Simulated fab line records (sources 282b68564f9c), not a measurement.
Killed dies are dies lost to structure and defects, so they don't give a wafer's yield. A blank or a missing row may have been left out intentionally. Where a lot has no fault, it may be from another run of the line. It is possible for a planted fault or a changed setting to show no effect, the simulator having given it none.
Struck lot and sound lot, side by side    flow rit-cmos    15 out of 202 route steps
Sound: these wafers, L339.3, L339.4, L339.6. Wafers struck: L347.1, L347.5, L347.6. The cause comes at the end.
For every step that has rows: the tool of each side, followed by ch and its chambers, followed by its first start. Under that, the readings that differ: sound wafers    struck wafers    difference of the means    sigmas: that difference in standard deviations of wafers without a fault.
alike: readings with means less than 2 such deviations apart, plus words and numbers identical on both sides. not compared: withheld readings, readings lacking a value on some wafer, bounds such as >300 that could conceal the same value, and numbers that have no deviation in the record and whose values overlap.
The two part at a step that has a row with sigmas, a row that says differs or no value, or rows on one side only. Non-overlapping numbers with no deviation appear without sigmas and do not part them. A reading that every wafer of one side lacks parts them only if that side has two wafers or more.

first, 2 steps without rows for these wafers: RIT_PSD_HARDBAKE_07 (time 60 s); RIT_PSD_IMPLANT_08.
RIT_PSD_STRIP_09: strips in O2, time 180 s.
  sound on plasma-asher-01 ch 0,1, day 5 16:16; struck on plasma-asher-03 ch 0,1, day 7 06:02
  alike: drypump-motor-current-A
  not compared: rf-hours-counter-h
RIT_PSD_TW_MEAS_10:
  sound on film-metro-03 at day 5 16:24; struck on film-metro-02 at day 7 06:13
  alike: PSD_TW
then, 3 steps without rows for these wafers: RIT_SDANNEAL_CLEAN_00 (cleans in SC1, time 600 s); RIT_SDANNEAL_CLEAN_01 (cleans in dHF, time 30 s); RIT_SDANNEAL_CLEAN_02 (cleans in SC2, time 600 s).
RIT_SDANNEAL_RTA_03: time 5 s.
  sound on rtp-anneal-01 ch 0, day 5 16:50; struck on rtp-anneal-01 ch 0, day 7 06:38
  alike: wafer_temp_C_max
RIT_SDANNEAL_RS_MEAS_04: measures by four-point-probe.
  sound on film-metro-02 at day 5 16:55; struck on film-metro-03 at day 7 06:42
  alike: PSD_RS
RIT_SDANNEAL_RS_MEAS_05: measures by four-point-probe.
  sound on film-metro-02 at day 5 17:02; struck on film-metro-03 at day 7 06:49
  alike: NSD_RS
RIT_SDANNEAL_RS_MEAS_06: measures by four-point-probe.
  sound on film-metro-02 at day 5 17:10; struck on film-metro-03 at day 7 06:56
  alike: PLDD_RS
RIT_SDANNEAL_RS_MEAS_07: measures by four-point-probe.
  sound on film-metro-02 at day 5 17:17; struck on film-metro-03 at day 7 07:04
  alike: NLDD_RS
RIT_SILICIDE_WET_ETCH_00: etches SiO2 in BOE, target depth 14 nm, time 15 s.
  sound on wet-bench-03 ch 2, day 5 17:22; struck on wet-bench-03 ch 0, day 7 07:11
  no value came back on the struck wafers for bath-heat-duty-pct (%), temp-c (C); on the sound wafers bath-heat-duty-pct (%) reads 1.7 2.0 2.0
reading                                      sound            struck           difference  sigmas
model.SiO2_of_FOX2_OXIDATION_00.thk-nm (nm)  157.7 155 159.5  169 171.9 168.4  +12         
RIT_SILICIDE_SPUTTER_01: material Ti, target thk 30 nm, time 240 s.
  sound on pvd-sputter-02 at day 5 17:22; struck on pvd-sputter-02 at day 7 07:11
  alike: throttle-valve-pct
RIT_M1_PROBE_99:
  sound on prober-01 at day 6 00:22; struck on prober-01 at day 7 14:06
reading              sound  struck       difference  sigmas
killed-at-front-end  9 5 7  264 264 264  +257        +95
killed-dies          9 5 7  264 264 264  +257        +95
killed-on-rim        1 0 2  70 70 70     +69         +58
  alike: killed-open, killed-short

== WHERE THEY PART ==
First at RIT_SILICIDE_WET_ETCH_00; last, within this record, at RIT_M1_PROBE_99.

WHY: the cause the simulator had injected
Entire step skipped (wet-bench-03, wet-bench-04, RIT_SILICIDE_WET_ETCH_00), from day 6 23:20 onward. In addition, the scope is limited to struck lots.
